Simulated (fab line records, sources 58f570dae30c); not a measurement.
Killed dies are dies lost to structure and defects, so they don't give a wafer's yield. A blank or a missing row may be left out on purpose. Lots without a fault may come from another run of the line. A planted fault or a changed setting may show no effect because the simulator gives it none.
One fault seen from 2 desks | flow berkeley_cmos170 | each desk has only its own numbers; what lay behind them comes last

THE METROLOGY DESK
What the gauges read, lot by lot, whatever tool the lot ran on: means of the sampled wafers that have a number. A lot is out of limits, marked OUT, if its mean lies more than 4 standard deviations from the usual mean; the brackets give that distance.
Columns: A = NSD_RS at UCB170_SDANNEAL_RS_MEAS_03, usual 37.29 ohm/sq
lot  | first seen here | A
L763 | day 8 06:17     | 37.26
L766 | day 8 20:09     | 37.38
L768 | day 9 09:02     | 37.28
L769 | day 9 20:33     | 37.37
L770 | day 9 21:01     | 37.22
L771 | day 9 21:04     | 37.29
L774 | day 10 15:23    | 37.39
L779 | day 11 03:04    | 37.29
L777 | day 11 03:33    | 38.06 (+11) OUT
L780 | day 11 09:40    | 38.17 (+12) OUT
L783 | day 12 06:48    | 37.29
L784 | day 12 07:13    | 37.29
L782 | day 12 07:25    | 37.34
L785 | day 12 16:40    | 37.30
This desk's finding: out of limits on L777, L780; first on L777, day 11 03:33 (NSD_RS at UCB170_SDANNEAL_RS_MEAS_03). In limits: L763, L766, L768, L769, L770, L771, L774, L779, L783, L784, L782, L785.

THE TOOL OWNER'S DESK: implanter-01
The tool's own readings at UCB170_NSD_IMPLANT_08: means of the sampled wafers that have a number, for each lot that ran on this tool. A lot is out of limits, marked OUT, if its mean lies more than 4 standard deviations from the usual mean; the brackets give that distance.
Columns: A = dose_ions_cm2 at UCB170_NSD_IMPLANT_08, usual 3e+15
lot  | first seen here | A
L771 | day 9 19:28     | 3e+15
L774 | day 10 13:05    | 3e+15
L777 | day 11 01:58    | 3e+15 (-49) OUT
L780 | day 11 08:05    | 3e+15 (-47) OUT
This desk's finding: out of limits on L777, L780; first on L777, day 11 01:58 (dose_ions_cm2 at UCB170_NSD_IMPLANT_08). In limits: L771, L774.

PUT TOGETHER
The tool owner's desk could have raised an alarm at day 11 01:58, on L777, L780.
The metrology desk could have raised an alarm at day 11 03:33, on L777, L780.
Of the lots named, all ran UCB170_NSD_IMPLANT_08 on implanter-01.

WHAT THE SIMULATOR HAD PUT IN
Process parameter drift: implanter-01, from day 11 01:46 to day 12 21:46, at UCB170_NSD_IMPLANT_08. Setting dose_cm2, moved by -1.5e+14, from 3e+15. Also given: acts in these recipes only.
Lots struck among those shown: L777, L780.
Hours from the fault's start to each desk's first reading out of limits: the tool owner's desk, 0; the metrology desk, 2.
